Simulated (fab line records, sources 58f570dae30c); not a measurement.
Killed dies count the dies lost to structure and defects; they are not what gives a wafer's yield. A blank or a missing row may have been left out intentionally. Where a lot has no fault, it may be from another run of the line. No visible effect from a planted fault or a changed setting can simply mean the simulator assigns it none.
What tool caused it? -- flow berkeley cmos170 -- 6 lots with 18 wafers sampled at 2 steps, on a route of 331 steps

== WHAT THE GAUGES SHOWED, per wafer ==
UCB170_M1_RS_MEAS_01: uses a four-point probe to measure.
lot,measured,on,M1_AL_RS (ohm/sq)
L243,day 9 04:17,film metro-03,0.0488 0.0483 0.0492
L244,day 9 04:43,film metro-04,0.0483 0.0477 0.0478
L247,day 9 15:17,film metro-04,0.0480 0.0489 0.0485
L250,day 10 02:40,film metro-03,0.0486 0.0484 0.0485
L251,day 10 10:57,film metro-02,0.0484 0.0490 0.0496
L254,day 10 20:50,film metro-02,0.0489 0.0482 0.0481

== EACH LOT AND THE TOOL THAT RAN IT (in order: tool; ch and the chambers of the sampled wafers; start) ==
lot,UCB170_M1_SPUTTER_00
L243,"pvd sputter-02, day 9 04:14"
L244,"pvd sputter-01, day 9 04:39"
L247,"pvd sputter-04, day 9 15:14"
L250,"pvd sputter-04, day 10 02:37"
L251,"pvd sputter-02, day 10 10:50"
L254,"pvd sputter-01, day 10 20:45"
- UCB170_M1_SPUTTER_00: material Al, target thk 600 nm, time 80 s.

== THE ANSWER, worked out from the rows above alone ==
Rule: usual is defined by the lots themselves. Put in order of their means at a reading, lots are off if they are a third of the lots or fewer, leave a main group of 4 or more, and stand apart from it by a gap of 3 or more times the standard deviation of the main group's means; of several such gaps the widest counts. A main group is skipped when, at the precision printed for the reading in the tables above, its means are all equal. Also off: a lot with no number at a reading for which 4 or more lots have one. All remaining lots with rows at the step are treated as sound.
No lot is off at any reading shown: from this, nothing can be told.

== WHAT THE SIMULATOR PUT IN ==
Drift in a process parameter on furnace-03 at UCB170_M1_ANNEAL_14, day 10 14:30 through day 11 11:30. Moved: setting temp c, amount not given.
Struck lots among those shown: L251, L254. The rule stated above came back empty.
